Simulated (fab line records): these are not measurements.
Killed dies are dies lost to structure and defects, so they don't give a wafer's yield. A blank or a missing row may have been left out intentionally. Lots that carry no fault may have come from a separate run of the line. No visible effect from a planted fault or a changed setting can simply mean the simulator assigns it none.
fab line records + flow rit_cmos + part 2 of 2: steps 44 to 45 of 45
record
- lots=6
- wafers=18
- last_day=7
route steps=202 shown PLDD@116 SPACER@125 NSD@131 PSD@142 SDANNEAL@153 SILICIDE@161 CONTACT@179 M1@202
lots with no fault: from the same line, run without faults
start_h: start of the lot's first displayed wafer, in hours after the record's first day + wait_h: hours since the lot's step before + " identical to the entry in the row above + L1.1+2: a row that stands for several wafers + - no value present, or no start provided + * or withheld: withheld + < > ~ a bound
route shown NAME@n: a module of which the file shows steps, and the number in the route of the first + usual: the fault-free wafers' mean and standard deviation + same: alike in all rows + chamber/n: place in a boat + sites: readings site by site + _std_site: their standard deviation + _edge_site: outer sites' mean less inner sites' + radius_mm: for every site, how far away it sits from the centre of the wafer + mask NAME#n: copy n + behind: the last tool/chamber to shape the wafer + hold: cause of the lot's hold/its duration in hours/its outcome + device: whichever transistor did not switch (one of n, p or np) + end of line: tests of these same wafers at the route's end + step lacking rows: just its recipe + killed: dies that structure and defects cost at the first sort, which is not the same as the wafer's yield + map: the dies of a wafer, with x for killed, . for not killed, _ for no die there
set.NAME: the setting the step ran with; set.NAME@STEP: the setting that earlier step ran with + model.NAME: the simulator's own value behind a step, which no gauge read
certain route steps with their lots: each step a table, each wafer a row
services: from which hour (start_h, from the record's first day; less than 0 if before it) a tool's chamber was out of use, for how many hours, and why
## steps
# step RIT_CONTACT_ETCH_11
# recipe
- target_depth_a=4800
- over_etch_frac=0.2
- stop_on=TiSi2
- chemistry=CHF3/CF4/Ar
- target=SiO2
- CHF3_flow_sccm=50
- cf4_flow_sccm=10
- Ar_flow_sccm=100
- O2_flow_sccm=5
- pressure_mtorr=100
- rf_w=200
- time_s=320
# usual
- CHF3_flow_sccm=49.99/0.15
- O2_flow_sccm=4.999/0.015
- drypump_motor_current_A=5.8/0.32
- oes_product_au=0.990/0.012
- throttle_valve_pct=8.90/0.12
# same
- over_etch_frac=0.2
| lot.wafer | tool        | chamber | start_h | wait_h | CHF3_flow_sccm | O2_flow_sccm | drypump_motor_current_A | oes_product_au | rf_hours_counter_h | throttle_valve_pct | model.CONTACT.cd_nm |
|-----------|-------------|---------|---------|--------|----------------|--------------|-------------------------|----------------|--------------------|--------------------|---------------------|
| L565.2    | rie_diel-01 | 2       | 63.01   | 0.1    | 49.96          | 4.968        | 5.7                     | 1.006          | 96                 | 8.87               | 998.5               |
| L565.4    | "           | 3       | "       | "      | 50.05          | 4.986        | 5.7                     | 0.967          | 131                | 8.70               | 995.6               |
| L565.6    | "           | 1       | "       | "      | 50.07          | 5.029        | 5.3                     | 0.987          | -                  | 8.94               | 999.8               |
| L567.2    | rie_diel-03 | 2       | 72.87   | 0.1    | 49.90          | 4.997        | 6.0                     | 0.990          | 7                  | 9.05               | 998                 |
| L567.3    | "           | 3       | "       | "      | 50.14          | 5.001        | 6.3                     | 0.995          | 2                  | 9.10               | 998.9               |
| L567.5    | "           | 3       | "       | "      | 50.14          | 5.026        | 6.3                     | 1.002          | -                  | 9.09               | 997.3               |
| L571.1    | rie_diel-01 | 1       | 93.44   | 0.1    | 50.00          | 4.986        | 5.3                     | 0.990          | 147                | 8.95               | 1001                |
| L571.2    | "           | 3       | "       | "      | 49.99          | 4.998        | 5.8                     | 0.972          | 132                | 8.70               | 1000                |
| L571.3    | "           | 2       | "       | "      | 50.19          | 4.971        | 5.7                     | 1.020          | 97                 | 8.88               | -                   |
| L573.4    | rie_diel-03 | 2       | 102.37  | 0.1    | 49.91          | 4.998        | 6.0                     | 0.987          | 8                  | 9.05               | 1004                |
| L573.5    | "           | 1       | "       | "      | 49.97          | 4.990        | 6.0                     | 0.995          | -                  | 8.81               | 1003                |
| L573.6    | "           | 2       | "       | "      | 49.73          | 5.001        | 6.0                     | 0.994          | -                  | 9.07               | 1004                |
| L585.1    | rie_diel-01 | 0       | 162.30  | 0.1    | 50.12          | 4.997        | 5.4                     | 0.987          | 76                 | 8.85               | 994.7               |
| L585.2    | "           | 2       | "       | "      | 50.14          | 5.002        | 5.7                     | 1.021          | 98                 | 8.86               | 993.4               |
| L585.5    | "           | 2       | "       | "      | 50.08          | 5.018        | 5.7                     | 1.007          | -                  | 8.86               | 994.8               |
| L586.3    | rie_diel-04 | 3       | 167.86  | 0.1    | 50.29          | 4.994        | 6.0                     | 0.992          | 6                  | 8.85               | 999                 |
| L586.4    | "           | 0       | "       | "      | 49.97          | 5.008        | 5.8                     | 0.976          | 132                | 8.69               | 997                 |
| L586.5    | "           | 2       | "       | "      | 50.07          | 5.000        | 6.2                     | 1.017          | -                  | 8.89               | 999.6               |
# step RIT_M1_PROBE_99
# usual
- killed_at_contacts=0.1/0.3
- killed_at_front_end=7.1/3
- killed_dies=7.3/3
- killed_open=3.6/2
- killed_short=3.5/1.9
# same
- gross_dies=264
- killed_at_M0_to_M3=0
- killed_at_M4_up=0
- killed_at_back_side=0
- killed_at_other=0
| lot.wafer | tool      | chamber | start_h | wait_h | killed_at_contacts | killed_at_front_end | killed_dies | killed_open | killed_short | model.etest.pplus_sal.width_nm | model.etest.nplus_sal.width_nm | model.etest.nldd.width_nm | model.etest.pldd.width_nm | model.etest.pwell_pinched.rs_ohm_sq | model.etest.nwell_pinched.rs_ohm_sq | model.etest.well_edge_right.line_ohm_um | model.etest.well_edge_left.line_ohm_um |
|-----------|-----------|---------|---------|--------|--------------------|---------------------|-------------|-------------|--------------|--------------------------------|--------------------------------|---------------------------|---------------------------|-------------------------------------|-------------------------------------|-----------------------------------------|----------------------------------------|
| L565.2    | prober-01 | -       | 68.22   | 0.1    | 0                  | 13                  | 13          | 10          | 3            | 3434                           | 3418                           | 3186                      | 3207                      | 455.5                               | 330.1                               | 180.9                                   | 183.2                                  |
| L565.4    | prober-01 | -       | 68.32   | 0.2    | 0                  | 8                   | 8           | 4           | 4            | 3462                           | 3432                           | 3194                      | 3172                      | 458.3                               | 336.1                               | 182.5                                   | 181.6                                  |
| L565.6    | prober-01 | -       | 68.42   | 0.2    | 0                  | 9                   | 9           | 7           | 2            | 3427                           | 3406                           | 3174                      | 3172                      | 451.2                               | 334.5                               | 181.4                                   | 182.3                                  |
| L567.2    | prober-01 | -       | 78.52   | 0.1    | 0                  | 4                   | 4           | 2           | 2            | 3431                           | 3410                           | 3177                      | 3163                      | 453.4                               | 332.8                               | 183.9                                   | 181                                    |
| L567.3    | prober-01 | -       | 78.57   | 0.2    | 0                  | 8                   | 8           | 3           | 5            | 3436                           | 3430                           | 3182                      | 3192                      | 457.7                               | 339                                 | 179.2                                   | 180.6                                  |
| L567.5    | prober-01 | -       | 78.67   | 0.2    | 0                  | 4                   | 4           | 3           | 1            | 3459                           | 3446                           | 3176                      | 3174                      | 462                                 | 338.5                               | 182.1                                   | 180.7                                  |
| L571.1    | prober-01 | -       | 99.26   | 0.1    | 0                  | 6                   | 6           | 3           | 3            | 3428                           | 3408                           | 3162                      | 3165                      | 457.3                               | 334.2                               | 183.1                                   | 184.1                                  |
| L571.2    | prober-01 | -       | 99.31   | 0.1    | 1                  | 6                   | 7           | 4           | 3            | 3456                           | 3458                           | 3177                      | 3169                      | 466.3                               | 337                                 | 180.4                                   | 183.7                                  |
| L571.3    | prober-01 | -       | 99.36   | 0.2    | 0                  | 0                   | 0           | 0           | 0            | 3430                           | 3425                           | 3162                      | 3189                      | 456.1                               | 331.3                               | 183.2                                   | 182.4                                  |
| L573.4    | prober-01 | -       | 108.64  | 0.2    | 0                  | 6                   | 6           | 3           | 3            | 3400                           | 3425                           | 3167                      | 3164                      | 447.6                               | 331.1                               | 182.7                                   | 186.6                                  |
| L573.5    | prober-01 | -       | 108.69  | 0.2    | 0                  | 9                   | 9           | 5           | 4            | 3441                           | 3442                           | 3177                      | 3171                      | 454.5                               | 338                                 | 183.5                                   | 185.2                                  |
| L573.6    | prober-01 | -       | 108.74  | 0.2    | 0                  | 12                  | 12          | 8           | 4            | 3418                           | 3428                           | 3167                      | 3156                      | 455.1                               | 329.2                               | 184.6                                   | 183.8                                  |
| L585.1    | prober-01 | -       | 167.17  | 0.1    | 0                  | 13                  | 13          | 8           | 5            | -                              | -                              | -                         | -                         | -                                   | -                                   | -                                       | -                                      |
| L585.2    | prober-01 | -       | 167.22  | 0.1    | 0                  | 3                   | 3           | 1           | 2            | 3638                           | 3639                           | 3337                      | 3352                      | 556.9                               | 420.3                               | 225.1                                   | 224.1                                  |
| L585.5    | prober-01 | -       | 167.37  | 0.2    | 0                  | 3                   | 3           | 2           | 1            | 3649                           | 3630                           | 3316                      | 3320                      | 555                                 | 422.2                               | 228                                     | 226.6                                  |
| L586.3    | prober-02 | -       | 173.07  | 0.2    | 0                  | 10                  | 10          | 7           | 3            | -                              | -                              | -                         | -                         | -                                   | -                                   | -                                       | -                                      |
| L586.4    | prober-02 | -       | 173.12  | 0.2    | 0                  | 5                   | 5           | 1           | 4            | 3654                           | 3644                           | 3314                      | 3347                      | 572.3                               | 424.3                               | 229.8                                   | 229.3                                  |
| L586.5    | prober-02 | -       | 173.17  | 0.2    | 0                  | 12                  | 12          | 2           | 10           | 3645                           | 3635                           | 3348                      | 3351                      | 572.4                               | 427.2                               | 233.2                                   | 228.8                                  |
# killed by level:class
L565.2 GATE:geometric_particle:open=5 SPACER:geometric_particle:open=4 FOX2:geometric_particle:open=1 FOX2:geometric_particle:short=1 GATE:geometric_particle:short=1 SPACER:geometric_particle:short=1
L565.4 GATE:geometric_particle:short=2 SILICIDE:geometric_particle:open=2 FOX1:geometric_particle:short=1 REOX:geometric_particle:open=1 SPACER:geometric_particle:open=1 SPACER:geometric_particle:short=1
L565.6 GATE:geometric_particle:open=4 SPACER:geometric_particle:open=3 GATE:geometric_particle:short=2
L567.2 GATE:geometric_particle:short=2 FOX2:geometric_particle:open=1 GATE:geometric_particle:open=1
L567.3 GATE:geometric_particle:short=3 GATE:geometric_particle:open=2 REOX:geometric_particle:open=1 SPACER:geometric_particle:short=1 SILICIDE:geometric_particle:short=1
L567.5 GATE:geometric_particle:open=2 GATE:geometric_particle:short=1 SPACER:geometric_particle:open=1
L571.1 GATE:geometric_particle:open=3 FOX1:geometric_particle:short=2 SPACER:geometric_particle:short=1
L571.2 FOX1:geometric_particle:short=1 FOX1:geometric_particle:open=1 GATE:geometric_particle:open=1 GATE:geometric_particle:short=1 SPACER:geometric_particle:short=1 SILICIDE:geometric_particle:open=1 CONTACT:geometric_particle:open=1
L573.4 SILICIDE:geometric_particle:open=2 SILICIDE:geometric_particle:short=2 FOX1:geometric_particle:open=1 GATE:geometric_particle:short=1
L573.5 SILICIDE:geometric_particle:open=3 FOX1:geometric_particle:short=1 FOX1:geometric_particle:open=1 GATE:geometric_particle:short=1 REOX:geometric_particle:open=1 REOX:geometric_particle:short=1 SPACER:geometric_particle:short=1
L573.6 REOX:geometric_particle:open=3 SILICIDE:geometric_particle:open=3 SILICIDE:geometric_particle:short=2 FOX1:geometric_particle:short=1 GATE:geometric_particle:open=1 REOX:geometric_particle:short=1 SPACER:geometric_particle:open=1
L585.1 SPACER:geometric_particle:open=4 SILICIDE:geometric_particle:open=3 SPACER:geometric_particle:short=2 FOX1:geometric_particle:short=1 GATE:geometric_particle:short=1 GATE:geometric_particle:open=1 REOX:geometric_particle:short=1
L585.2 SPACER:geometric_particle:short=2 SILICIDE:geometric_particle:open=1
L585.5 REOX:geometric_particle:short=1 REOX:geometric_particle:open=1 SPACER:geometric_particle:open=1
L586.3 REOX:geometric_particle:open=3 GATE:geometric_particle:open=2 FOX1:geometric_particle:short=1 REOX:geometric_particle:short=1 SPACER:geometric_particle:short=1 SPACER:geometric_particle:open=1 SILICIDE:geometric_particle:open=1
L586.4 SILICIDE:geometric_particle:short=2 FOX1:geometric_particle:open=1 GATE:geometric_particle:short=1 REOX:geometric_particle:short=1
L586.5 FOX1:geometric_particle:short=3 REOX:geometric_particle:short=3 FOX2:geometric_particle:short=2 FOX1:geometric_particle:open=1 GATE:geometric_particle:open=1 GATE:geometric_particle:short=1 SPACER:geometric_particle:short=1
## services
| tool            | chamber | start_h | hours | kind           |
|-----------------|---------|---------|-------|----------------|
| rie_diel-01     | 3       | 45.19   | 7.3   | repair         |
| rie_diel-03     | 2       | 46.45   | 9.0   | repair         |
| rie_diel-04     | -       | 48.42   | 15.2  | repair         |
| rie_diel-01     | 2       | 58.00   | 3.0   | repair         |
| rie_diel-03     | 0       | 58.11   | 2.8   | repair         |
| rie_diel-03     | 1       | 72.59   | 11.7  | repair         |
| rie_diel-03     | 2       | 83.28   | 2.2   | repair         |
| rie_diel-04     | 0       | 83.70   | 4.1   | repair         |
| rie_diel-02     | 2       | 95.63   | -     | clean          |
| rie_diel-02     | 2       | 95.63   | 36.7  | scheduled_down |
| rie_diel-02     | 2       | 95.63   | 36.7  | vent_cycle     |
| lpcvd-02        | -       | 101.58  | 6.0   | pm             |
| rie_diel-03     | 3       | 103.44  | 3.8   | repair         |
| rie_diel-04     | 2       | 104.53  | -     | clean          |
| rie_diel-04     | 2       | 104.53  | 24.1  | scheduled_down |
| rie_diel-04     | 2       | 104.53  | 24.1  | vent_cycle     |
| plasma_asher-02 | -       | 108.75  | 9.0   | pm             |
| rie_diel-02     | 1       | 115.91  | 2.9   | repair         |
| plasma_asher-02 | -       | 120.17  | 14.6  | pm             |
| rie_diel-02     | 3       | 132.35  | -     | clean          |
| rie_diel-02     | 3       | 132.35  | 18.6  | scheduled_down |
| rie_diel-02     | 3       | 132.35  | 18.6  | vent_cycle     |
| rtp_anneal-01   | -       | 149.12  | 4.0   | pm             |
| rie_diel-01     | 1       | 159.11  | -     | clean          |
## key
first_sign
- step=RIT_SPACER_THK_MEAS_04
- reading=SPACER_NITRIDE_THK
- direction=down
- sigmas=49
- usual=251.0
- struck=142.5
effect
- step=RIT_SPACER_ETCHBACK_05
- reading=oes_product_au
- direction=down
- sigmas=21
- usual=0.848
- struck=0.579
model_effect
- step=RIT_SPACER_CVD_03
- value=Si3N4_of_SPACER_CVD_03.thk_nm
- without=250.9
- struck=142.5
model_effect
- step=RIT_SPACER_ETCHBACK_05
- value=etch.depth_nm
- without=250.9
- struck=142.5
model_effect
- step=RIT_SILICIDE_WET_ETCH_00
- value=Si3N4_of_SPACER_CVD_03.thk_nm
- without=194.5
- struck=110
model_effect
- step=RIT_CONTACT_ETCH_11
- value=CONTACT.cd_nm
- without=1002
- struck=996.4
model_effect
- step=RIT_M1_PROBE_99
- value=etest.pplus_sal.width_nm
- without=3480
- struck=3646
met_at RIT_SPACER_CVD_03
struck_wafers L585.1,L585.2,L585.5,L586.3,L586.4,L586.5
tester_left_out L585,L586
loop_trim
- step=RIT_CONTACT_EXPOSE_05
- setting=dose
- lots=L585,L586
onset_between 94.41 154.40
also_fits time
fault
- kind=process_parameter_drift
- tool=lpcvd-02
- chamber=1
- onset_h=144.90
- steps=RIT_SPACER_CVD_03
- channel=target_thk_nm
- offset=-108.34
- shape=step
- end_h=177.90
- acts_in=these_recipes_only
- stated=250
# tester_left_out: of these lots the tester's yield and bins aren't shown, on N5 and GAA mostly nor the transistor test; their killed dies are dies lost to structure and defects alone, not to doping, threshold or leakage, so they don't give the yield
# loop_trim: a control loop set the setting to another value than it would have without faults
